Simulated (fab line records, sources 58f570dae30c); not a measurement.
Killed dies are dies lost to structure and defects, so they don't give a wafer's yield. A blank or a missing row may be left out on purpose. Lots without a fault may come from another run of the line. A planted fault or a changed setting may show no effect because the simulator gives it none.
fab line records | flow berkeley_cmos170 | part 1 of 2: steps 1 to 28 of 40
record lots=5 wafers=15 last_day=13
route steps=331 shown PFIELD@84 FIELD@89 SACOX@97 SCREENOX@100 NVT@104 PVT@115
lots that met no fault: from a run of the same line without faults
start_h: hours from the record's first day to the start of the lot's first wafer shown | wait_h: hours since the lot's step before | " the same as in the row above | L1.1+2: a row that stands for several wafers | - no value, or no start given | * or withheld: withheld | < > ~ a bound
route shown NAME@n: a module of which the file shows steps, and the number in the route of the first | usual: mean/standard deviation of fault-free wafers | same: alike in all rows | chamber/n: place in a boat | sites: the reading at each site | _std_site: their standard deviation | _edge_site: outer sites' mean less inner sites' | radius_mm: how far each site lies from the wafer's centre | mask NAME#n: copy n | behind: the tool/chamber that last shaped the wafer | hold: why the lot was held/for how many hours/how that ended | device: the transistor (n, p or np) that didn't switch | end of line: the same wafers' tests at the end of the route | a step without rows: its recipe alone | killed: dies lost to structure and defects at the first sort, not the wafer's yield | map: a wafer's dies, x killed, . not, _ none there
set.NAME: the setting as run; set.NAME@STEP: as run at that earlier step | model.NAME: the simulator's own value behind a step, which no gauge read
lots at some steps of the route; a table a step, a row a wafer
services: from which hour (start_h, from the record's first day; less than 0 if before it) a tool's chamber was out of use, for how many hours, and why
## steps
# step UCB170_PFIELD_DEVELOP_05
# recipe developer=TMAH develop_time_s=45 resist=KrF dev_temp_c=21
# usual developer_temp_C=20.98/0.11
# columns lot.wafer tool chamber start_h wait_h developer_temp_C
L078.2 litho_track-01 0 - - 21.01
L078.4 " 0 " " 21.02
L078.6 " 0 " " 21.11
L085.1 litho_track-01 0 - - 20.85
L085.4 " 0 " " 21.08
L085.5 " 0 " " 20.97
L088.1 litho_track-02 0 - - 20.91
L088.2 " 0 " " 20.98
L088.5 " 0 " " 20.95
L089.3 litho_track-04 0 - - 21.02
L089.4 " 0 " " 20.99
L089.5 " 0 " " 20.96
L097.1 litho_track-01 0 - - 21.16
L097.3 " 0 " " 21.07
L097.4 " 0 " " 21.04
# step UCB170_PFIELD_OVL_MEAS_06
# usual PFIELD_OVL=-1/4.9
# columns lot.wafer tool chamber start_h wait_h PFIELD_OVL[nm]
L078.2 overlay-02 - 121.18 - -2
L078.4 " - " " -4
L078.6 " - " " -8
L085.1 overlay-02 - 149.81 - 11
L085.4 " - " " -1
L085.5 " - " " 9
L088.1 overlay-01 - 169.66 - -15
L088.2 " - " " -5
L088.5 " - " " -5
L089.3 overlay-02 - 176.04 - -5
L089.4 " - " " -3
L089.5 " - " " -6
L097.1 overlay-02 - 207.03 - -3
L097.3 " - " " -1
L097.4 " - " " -3
# step UCB170_PFIELD_IMPLANT_07
# recipe species=B dose_cm2=2e+13 energy_kev=80 tilt_deg=7
# usual end_station_pressure_torr=5.01e-06/2.8e-07
# columns lot.wafer tool chamber start_h wait_h end_station_pressure_torr
L078.2 implanter-04 0 121.23 0.0 5.47e-06
L078.4 " 0 " " 5.11e-06
L078.6 " 0 " " 5.2e-06
L085.1 implanter-03 0 149.85 0.0 5.24e-06
L085.4 " 0 " " 4.82e-06
L085.5 " 0 " " 5.35e-06
L088.1 implanter-01 0 169.69 0.0 4.96e-06
L088.2 " 0 " " 5.09e-06
L088.5 " 0 " " 5.02e-06
L089.3 implanter-01 0 176.12 0.1 5.19e-06
L089.4 " 0 " " 5.23e-06
L089.5 " 0 " " 4.47e-06
L097.1 implanter-04 0 207.06 0.0 4.69e-06
L097.3 " 0 " " 5.68e-06
L097.4 " 0 " " 4.85e-06
# step UCB170_PFIELD_STRIP_08
# recipe chemistry=O2 power_w=400 pressure_mtorr=3500 platen_temp_c=withheld o2_flow_sccm=400 overash_fraction=0.5
# usual chamber_pressure_mTorr=3500.0/3 drypump_motor_current_A=5.9/0.5 oes_product_au=0.735/0.0046 strip_time_to_endpoint_s=21.63/0.064
# columns lot.wafer tool chamber start_h wait_h chamber_pressure_mTorr drypump_motor_current_A oes_product_au rf_hours_counter_h strip_time_to_endpoint_s
L078.2 plasma_asher-03 1 121.36 0.1 3500.1 5.4 0.735 39 21.76
L078.4 " 1 " " 3505.2 5.4 0.734 - 21.74
L078.6 " 1 " " 3499.3 5.4 0.734 - 21.71
L085.1 plasma_asher-04 1 150.00 0.1 3507.9 5.7 0.731 3 21.64
L085.4 " 1 " " 3507.5 5.7 0.742 - 21.72
L085.5 " 0 " " 3499.4 5.2 0.732 - 21.66
L088.1 plasma_asher-01 1 169.84 0.1 3494.7 6.2 0.729 46 21.67
L088.2 " 0 " " 3498.3 6.2 0.725 46 21.72
L088.5 " 1 " " 3499.3 6.2 0.722 - 21.70
L089.3 plasma_asher-04 0 176.25 0.1 3502.0 5.2 0.736 - 21.57
L089.4 " 1 " " 3496.3 5.7 0.738 - 21.55
L089.5 " 0 " " 3503.6 5.2 0.736 - 21.61
L097.1 plasma_asher-03 0 207.21 0.1 3497.4 6.7 0.736 47 21.60
L097.3 " 1 " " 3502.5 5.4 0.742 - 21.61
L097.4 " 0 " " 3499.9 6.7 0.735 - 21.56
# step UCB170_PFIELD_TW_MEAS_09
# usual PFIELD_TW=601/8.1
# columns lot.wafer tool chamber start_h wait_h PFIELD_TW
L078.2 film_metro-04 - 121.47 0.1 609
L078.4 " - " " 609
L078.6 " - " " 608
L085.1 film_metro-04 - 150.10 0.1 603
L085.4 " - " " 602
L085.5 " - " " 603
L088.1 film_metro-03 - 169.94 0.1 592
L088.2 " - " " 591
L088.5 " - " " 591
L089.3 film_metro-04 - 176.34 0.1 609
L089.4 " - " " 608
L089.5 " - " " 607
L097.1 film_metro-04 - 207.31 0.1 606
L097.3 " - " " 608
L097.4 " - " " 607
# step UCB170_FIELD_CLEAN_00
# recipe chemistry=dHF dilution=25:1 time_s=7.5
# columns lot.wafer tool chamber start_h wait_h
L078.2+4+6 wet_bench-02 0 121.52 0.0
L085.1+4+5 wet_bench-04 2 150.16 0.1
L088.1+2+5 wet_bench-03 3 170.00 0.1
L089.3+4+5 wet_bench-02 3 176.38 0.0
L097.1+3+4 wet_bench-03 0 207.37 0.1
# step UCB170_FIELD_OXIDATION_01
# recipe temp_c=1000 ambient=H2O p_h2o_torr=584.62 target_thk_a=5583 ox_time_s=7200
# usual ox_temp_c_max=1003.4/0.73 zone_power_source_pct=34.0/2.1
# columns lot.wafer tool chamber start_h wait_h ox_temp_c_max zone_power_source_pct
L078.2 furnace-01 0 128.56 7.0 1003.0 33.0
L078.4 " 0 " " 1003.7 33.1
L078.6 " 0 " " 1002.6 33.0
L085.1 furnace-02 0 156.00 5.8 1003.9 37.9
L085.4 " 0 " " 1002.6 37.5
L085.5 " 0 " " 1004.0 37.1
L088.1 furnace-01 0 174.36 4.3 1003.7 32.4
L088.2 " 0 " " 1002.7 32.8
L088.5 " 0 " " 1004.2 32.8
L089.3 furnace-04 0 181.30 4.9 1004.1 32.5
L089.4 " 0 " " 1002.9 33.2
L089.5 " 0 " " 1002.9 33.0
L097.1 furnace-02 0 208.00 0.6 1004.8 37.9
L097.3 " 0 " " 1004.7 37.7
L097.4 " 0 " " 1003.5 37.4
# step UCB170_FIELD_THK_MEAS_02
# recipe reads=SiO2_of_FIELD_OXIDATION_01
# usual FIELD_OXIDE_THK=560/11
# columns lot.wafer tool chamber start_h wait_h FIELD_OXIDE_THK[nm]
L078.2 film_metro-04 - 131.57 0.0 582
L078.4 " - " " 583
L078.6 " - " " 578
L085.1 film_metro-04 - 159.00 0.0 549
L085.4 " - " " 552
L085.5 " - " " 550
L088.1 film_metro-04 - 177.36 0.0 565
L088.2 " - " " 568
L088.5 " - " " 579
L089.3 film_metro-02 - 184.38 0.1 553
L089.4 " - " " 556
L089.5 " - " " 548
L097.1 film_metro-04 - 211.00 0.0 545
L097.3 " - " " 550
L097.4 " - " " 547
# step UCB170_FIELD_ANNEAL_03
# recipe temp_c=1000 time_s=1200 ambient=N2
# usual zone_power_source_pct=35.0/2.4
# columns lot.wafer tool chamber start_h wait_h zone_power_source_pct
L078.2 furnace-01 0 137.26 5.7 32.8
L078.4 " 0 " " 32.8
L078.6 " 0 " " 32.9
L085.1 furnace-02 0 163.08 4.1 37.8
L085.4 " 0 " " 37.9
L085.5 " 0 " " 37.7
L088.1 furnace-02 0 182.85 5.5 37.8
L088.2 " 0 " " 37.4
L088.5 " 0 " " 37.3
L089.3 furnace-01 0 188.65 4.3 32.7
L089.4 " 0 " " 32.8
L089.5 " 0 " " 32.8
L097.1 furnace-02 0 214.00 3.0 37.3
L097.3 " 0 " " 37.8
L097.4 " 0 " " 38.4
# step UCB170_FIELD_WET_ETCH_04
# recipe chemistry=dHF dilution=10:1 target=SiO2 temp_c=25 time_s=60
# columns lot.wafer tool chamber start_h wait_h
L078.2+4+6 wet_bench-04 3 138.59 0.0
L085.1+4+5 wet_bench-04 0 164.41 0.0
L088.1+2+5 wet_bench-03 1 184.19 0.0
L089.3+4+5 wet_bench-04 0 189.98 0.0
L097.1+3+4 wet_bench-04 1 215.34 0.0
# step UCB170_FIELD_WET_ETCH_05
# recipe chemistry=H3PO4 target=Si3N4 temp_c=160 time_s=12600
# columns lot.wafer tool chamber start_h wait_h
L078.2+4+6 wet_bench-03 0 138.62 0.0
L085.1+4+5 wet_bench-02 1 164.44 0.0
L088.1+2+5 wet_bench-02 2 184.21 0.0
L089.3+4+5 wet_bench-03 0 190.01 0.0
L097.1+3+4 wet_bench-04 0 215.39 0.0
# step UCB170_FIELD_WET_ETCH_06
# recipe chemistry=BOE dilution=5:1 target=SiO2 temp_c=25 time_s=22
# columns lot.wafer tool chamber start_h wait_h
L078.2+4+6 wet_bench-04 3 142.50 0.1
L085.1+4+5 wet_bench-04 0 168.28 0.0
L088.1+2+5 wet_bench-02 0 191.23 0.0
L089.3+4+5 wet_bench-02 0 193.51 0.0
L097.1+3+4 wet_bench-03 3 218.97 0.1
# step UCB170_FIELD_THK_MEAS_90
# recipe reads=SiO2_of_FIELD_OXIDATION_01
# usual FIELD_OXIDE_LEFT_1_THK=444/10
# columns lot.wafer tool chamber start_h wait_h FIELD_OXIDE_LEFT_1_THK[nm]
L078.2 film_metro-01 - 142.52 0.0 463
L078.4 " - " " 464
L078.6 " - " " 459
L085.1 film_metro-01 - 168.30 0.0 431
L085.4 " - " " 433
L085.5 " - " " 432
L088.1 film_metro-02 - 191.24 0.0 450
L088.2 " - " " 453
L088.5 " - " " 464
L089.3 film_metro-01 - 193.55 0.0 436
L089.4 " - " " 439
L089.5 " - " " 431
L097.1 film_metro-01 - 218.99 0.0 429
L097.3 " - " " 432
L097.4 " - " " 429
# step UCB170_SACOX_CLEAN_00
# recipe chemistry=dHF dilution=25:1 time_s=7.5
# columns lot.wafer tool chamber start_h wait_h
L078.2+4+6 wet_bench-04 1 142.74 0.2
L085.1+4+5 wet_bench-04 1 168.50 0.2
L088.1+2+5 wet_bench-01 0 191.30 0.1
L089.3+4+5 wet_bench-04 2 193.70 0.1
L097.1+3+4 wet_bench-01 1 219.05 0.1
# step UCB170_SACOX_OXIDATION_01
# recipe temp_c=900 ambient=O2 target_thk_a=144 ox_time_s=2400
# usual ox_temp_c_max=903.1/0.59 zone_power_source_pct=26.3/1.4
# columns lot.wafer tool chamber start_h wait_h ox_temp_c_max zone_power_source_pct
L078.2 furnace-04 0 146.37 3.6 904.0 26.0
L078.4 " 0 " " 903.1 25.7
L078.6 " 0 " " 903.0 25.9
L085.1 furnace-01 0 172.69 4.2 903.0 25.3
L085.4 " 0 " " 903.3 25.5
L085.5 " 0 " " 902.7 25.8
L088.1 furnace-01 0 192.73 1.4 902.2 26.1
L088.2 " 0 " " 903.5 25.9
L088.5 " 0 " " 903.3 25.5
L089.3 furnace-02 0 195.22 1.5 903.0 29.5
L089.4 " 0 " " 902.6 29.3
L089.5 " 0 " " 902.7 29.5
L097.1 furnace-04 0 223.67 4.6 904.1 25.9
L097.3 " 0 " " 904.1 25.9
L097.4 " 0 " " 902.9 25.8
# step UCB170_SACOX_THK_MEAS_02
# recipe reads=SiO2_of_SACOX_OXIDATION_01
# usual SACOX_OXIDE_THK=14.44/0.22
# columns lot.wafer tool chamber start_h wait_h SACOX_OXIDE_THK[nm]
L078.2 film_metro-04 - 148.05 0.0 14.60
L078.4 " - " " 14.45
L078.6 " - " " 14.41
L085.1 film_metro-02 - 174.36 0.0 14.29
L085.4 " - " " 14.41
L085.5 " - " " 14.30
L088.1 film_metro-03 - 194.40 0.0 14.59
L088.2 " - " " 14.42
L088.5 " - " " 14.53
L089.3 film_metro-02 - 196.91 0.0 14.21
L089.4 " - " " 14.42
L089.5 " - " " 14.25
L097.1 film_metro-02 - 225.34 0.0 14.47
L097.3 " - " " 14.34
L097.4 " - " " 14.40
# step UCB170_SCREENOX_WET_ETCH_00
# recipe chemistry=dHF dilution=25:1 target=SiO2 temp_c=25 time_s=200
# columns lot.wafer tool chamber start_h wait_h
L078.2+4+6 wet_bench-04 2 148.10 0.0
L085.1+4+5 wet_bench-04 0 174.42 0.1
L088.1+2+5 wet_bench-04 1 194.46 0.1
L089.3+4+5 wet_bench-04 3 196.95 0.0
L097.1+3+4 wet_bench-04 2 225.50 0.1
# step UCB170_SCREENOX_OXIDATION_01
# recipe temp_c=900 ambient=O2 target_thk_a=144 ox_time_s=2400
# usual ox_temp_c_max=903.3/0.8 zone_power_source_pct=26.9/1.7
# columns lot.wafer tool chamber start_h wait_h ox_temp_c_max zone_power_source_pct
L078.2 furnace-02 0 152.98 4.8 902.1 28.7
L078.4 " 0 " " 904.8 29.6
L078.6 " 0 " " 903.3 29.4
L085.1 furnace-04 0 178.14 3.6 903.1 25.7
L085.4 " 0 " " 905.5 26.2
L085.5 " 0 " " 903.0 25.9
L088.1 furnace-04 0 195.99 1.5 903.0 25.9
L088.2 " 0 " " 903.0 25.8
L088.5 " 0 " " 903.3 25.6
L089.3 furnace-02 0 199.64 2.6 902.8 29.2
L089.4 " 0 " " 902.4 29.4
L089.5 " 0 " " 902.7 28.9
L097.1 furnace-04 0 229.17 3.6 903.7 25.8
L097.3 " 0 " " 904.5 25.7
L097.4 " 0 " " 904.7 25.2
# step UCB170_SCREENOX_THK_MEAS_02
# recipe reads=SiO2_of_SCREENOX_OXIDATION_01
# usual SCREENOX_OXIDE_THK=14.40/0.2
# columns lot.wafer tool chamber start_h wait_h SCREENOX_OXIDE_THK[nm]
L078.2 film_metro-01 - 154.66 0.0 14.32
L078.4 " - " " 14.44
L078.6 " - " " 14.28
L085.1 film_metro-03 - 179.80 0.0 14.38
L085.4 " - " " 14.23
L085.5 " - " " 14.10
L088.1 film_metro-03 - 197.65 0.0 13.94
L088.2 " - " " 14.23
L088.5 " - " " 14.38
L089.3 film_metro-03 - 201.38 0.1 14.55
L089.4 " - " " 14.57
L089.5 " - " " 14.36
L097.1 film_metro-02 - 230.84 0.0 14.51
L097.3 " - " " 14.52
L097.4 " - " " 14.45
# step UCB170_SCREENOX_ANNEAL_03
# recipe temp_c=900 time_s=900 ambient=N2
# usual zone_power_source_pct=26.3/1.4
# columns lot.wafer tool chamber start_h wait_h zone_power_source_pct
L078.2 furnace-04 0 160.32 5.7 25.9
L078.4 " 0 " " 25.9
L078.6 " 0 " " 26.0
L085.1 furnace-02 0 185.69 5.9 28.8
L085.4 " 0 " " 29.4
L085.5 " 0 " " 29.0
L088.1 furnace-01 0 201.25 3.6 24.9
L088.2 " 0 " " 25.7
L088.5 " 0 " " 25.7
L089.3 furnace-04 0 204.84 3.4 25.7
L089.4 " 0 " " 25.6
L089.5 " 0 " " 25.8
L097.1 furnace-04 0 235.19 4.3 25.7
L097.3 " 0 " " 26.0
L097.4 " 0 " " 25.8
# step UCB170_NVT_HMDS_00
# recipe prime_time_s=60 prime_temp_c=100
# columns lot.wafer tool chamber start_h wait_h
L078.2+4+6 litho_track-03 0 161.97 0.4
L085.1+4+5 litho_track-04 0 186.94 0.0
L088.1+2+5 litho_track-03 0 202.89 0.4
L089.3+4+5 litho_track-04 0 207.87 1.8
L097.1+3+4 litho_track-01 0 236.89 0.5
# step UCB170_NVT_COAT_01
# recipe resist=KrF spin_rpm=1500 resist_thk_nm=900
# columns lot.wafer tool chamber start_h wait_h
L078.2+4+6 litho_track-03 0 162.12 0.1
L085.1+4+5 litho_track-04 0 187.09 0.1
L088.1+2+5 litho_track-03 0 203.04 0.1
L089.3+4+5 litho_track-04 0 208.02 0.1
L097.1+3+4 litho_track-01 0 237.04 0.1
# step UCB170_NVT_SOFTBAKE_02
# recipe resist=KrF temp_c=130 time_s=60
# usual heater_power_total_W=56.80/0.054
# columns lot.wafer tool chamber start_h wait_h heater_power_total_W
L078.2 litho_track-03 0 162.27 0.1 56.86
L078.4 " 0 " " 56.75
L078.6 " 0 " " 56.83
L085.1 litho_track-04 0 187.24 0.1 56.72
L085.4 " 0 " " 56.76
L085.5 " 0 " " 56.79
L088.1 litho_track-03 0 203.19 0.1 56.77
L088.2 " 0 " " 56.79
L088.5 " 0 " " 56.77
L089.3 litho_track-04 0 208.17 0.1 56.79
L089.4 " 0 " " 56.79
L089.5 " 0 " " 56.78
L097.1 litho_track-01 0 237.19 0.1 56.79
L097.3 " 0 " " 56.82
L097.4 " 0 " " 56.84
# step UCB170_NVT_EXPOSE_03
# recipe mask_id=PWELL target_cd_nm=3000 na=0.5 sigma_outer=0.6 source_shape=conventional dose_mj=30
# columns lot.wafer tool chamber start_h wait_h mask
L078.2+4+6 krf_scanner-01 0 162.54 0.2 PWELL#0
L085.1+4+5 krf_scanner-01 0 187.75 0.5 PWELL#0
L088.1+2+5 krf_scanner-02 0 203.47 0.3 PWELL#0
L089.3+4+5 krf_scanner-02 0 - - PWELL#0
L097.1+3+4 krf_scanner-01 0 237.66 0.4 PWELL#0
# step UCB170_NVT_PEB_04
# recipe peb_temp_c=130 peb_time_s=withheld resist=KrF
# usual heater_power_total_W=56.80/0.043
# columns lot.wafer tool chamber start_h wait_h heater_power_total_W
L078.2 litho_track-03 0 162.66 0.1 56.83
L078.4 " 0 " " 56.78
L078.6 " 0 " " 56.83
L085.1 litho_track-03 0 187.87 0.1 56.84
L085.4 " 0 " " 56.79
L085.5 " 0 " " 56.71
L088.1 litho_track-04 0 204.00 0.5 56.76
L088.2 " 0 " " 56.76
L088.5 " 0 " " 56.76
L089.3 litho_track-01 0 - - 56.77
L089.4 " 0 " " 56.84
L089.5 " 0 " " 56.80
L097.1 litho_track-04 0 238.09 0.4 56.79
L097.3 " 0 " " 56.88
L097.4 " 0 " " 56.74
# step UCB170_NVT_DEVELOP_05
# recipe developer=TMAH develop_time_s=45 resist=KrF dev_temp_c=21
# usual developer_temp_C=20.97/0.11
# columns lot.wafer tool chamber start_h wait_h developer_temp_C
L078.2 litho_track-03 0 - - 20.96
L078.4 " 0 " " 21.01
L078.6 " 0 " " 21.19
L085.1 litho_track-03 0 - - 20.95
L085.4 " 0 " " 20.93
L085.5 " 0 " " 20.90
L088.1 litho_track-04 0 - - 21.00
L088.2 " 0 " " 20.88
L088.5 " 0 " " 20.98
L089.3 litho_track-01 0 - - 20.96
L089.4 " 0 " " 20.98
L089.5 " 0 " " 21.00
L097.1 litho_track-04 0 - - 21.14
L097.3 " 0 " " 21.11
L097.4 " 0 " " 21.17
# step UCB170_NVT_OVL_MEAS_06
# usual NVT_OVL=0/5.4
# columns lot.wafer tool chamber start_h wait_h NVT_OVL[nm]
L078.2 overlay-02 - 162.92 - 5
L078.4 " - " " 6
L078.6 " - " " 5
L085.1 overlay-01 - 188.15 - 6
L085.4 " - " " 15
L085.5 " - " " 5
L088.1 overlay-01 - 204.28 - 0
L088.2 " - " " -5
L088.5 " - " " -8
L089.3 overlay-02 - 209.94 - 4
L089.4 " - " " -10
L089.5 " - " " 1
L097.1 overlay-01 - 238.37 - -2
L097.3 " - " " 1
L097.4 " - " " -5
# step UCB170_NVT_IMPLANT_07
# recipe species=BF2 dose_cm2=3e+12 energy_kev=50 tilt_deg=7
# usual end_station_pressure_torr=5.01e-06/2.4e-07
# columns lot.wafer tool chamber start_h wait_h end_station_pressure_torr
L078.2 implanter-02 0 162.97 0.0 4.96e-06
L078.4 " 0 " " 4.95e-06
L078.6 " 0 " " 5.07e-06
L085.1 implanter-02 0 188.18 0.0 5.08e-06
L085.4 " 0 " " 4.86e-06
L085.5 " 0 " " 4.97e-06
L088.1 implanter-02 0 204.31 0.0 5.01e-06
L088.2 " 0 " " 5.21e-06
L088.5 " 0 " " 4.7e-06
L089.3 implanter-03 0 210.01 0.1 4.95e-06
L089.4 " 0 " " 5.18e-06
L089.5 " 0 " " 4.64e-06
L097.1 implanter-03 0 238.41 0.0 5.14e-06
L097.3 " 0 " " 4.88e-06
L097.4 " 0 " " 4.99e-06
